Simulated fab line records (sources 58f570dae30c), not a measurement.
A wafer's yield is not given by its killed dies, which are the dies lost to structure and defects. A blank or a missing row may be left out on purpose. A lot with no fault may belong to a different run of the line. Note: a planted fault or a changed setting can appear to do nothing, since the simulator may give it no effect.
What tool caused it? ; flow berkeley cmos170 ; Sampling: 7 lots, 21 wafers, 2 of 331 route steps

WHAT THE GAUGES READ, wafer by wafer
UCB170_NSD_OVL_MEAS_07.
lot;measured;on;NSD_OVL (nm)
L912;day 7 12:42;overlay-02;19 10 0
L914;day 8 12:21;overlay-02;5 3 -1
L917;day 8 13:06;overlay-01;1 2 8
L919;day 9 06:38;overlay-01;-171 -163 -178
L922;day 10 05:07;overlay-02;-5 -4 7
L925;day 10 20:51;overlay-02;5 1 4
L930;day 11 19:16;overlay-01;4 7 0

EACH LOT AND THE TOOL THAT RAN IT (in order: tool; ch and the chambers of the sampled wafers; start)
lot;UCB170_NSD_EXPOSE_03
L912;krf scanner-02 ch 0, day 7 11:56
L914;krf scanner-01 ch 0, day 8 11:35
L917;krf scanner-01 ch 0, day 8 12:10
L919;krf scanner-02 ch 0, day 9 05:59
L922;krf scanner-01 ch 0, day 10 04:17
L925;krf scanner-01 ch 0, day 10 20:23
L930;krf scanner-01 ch 0, day 11 18:25
- UCB170_NSD_EXPOSE_03: exposes mask NSELECT MOD, target cd 1200 nm.

THE ANSWER, worked out from the rows above alone
Rule: what is usual is taken from the lots themselves. The widest of any qualifying gaps counts: lots, ordered by their means at a reading, are off when they make up no more than a third of the lots, leave a main group of 4 or more, and stand apart from it by 3 or more times the standard deviation of that group's means. A main group whose means are all the same, to the digits that the tables above print for the reading, isn't used. A lot without any number at a reading at which 4 lots or more have one is off too. Any other lot the step has rows for is counted as sound.
Off: at UCB170_NSD_OVL_MEAS_07 (NSD_OVL), L919. The main group has a mean of 4 nm with a standard deviation of 3.1.
A tool fits if, at a process step before that reading, it ran every lot that is off, and no sound lot after the first of them. The gauges at UCB170_NSD_OVL_MEAS_07 are tried like those tools. One fits: UCB170_NSD_EXPOSE_03 on krf scanner-02. A fault onset in the window from L912 (day 7 11:56, its last sound lot) to L919 (day 9 05:59, its first lot off) fits.

WHAT HAD BEEN PUT IN BY THE SIMULATOR
Scanner matching overlay: krf scanner-02, from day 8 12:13 on, at UCB170_NSD_EXPOSE_03. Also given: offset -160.
Shown lots that were struck: L919. The rule above found the same.
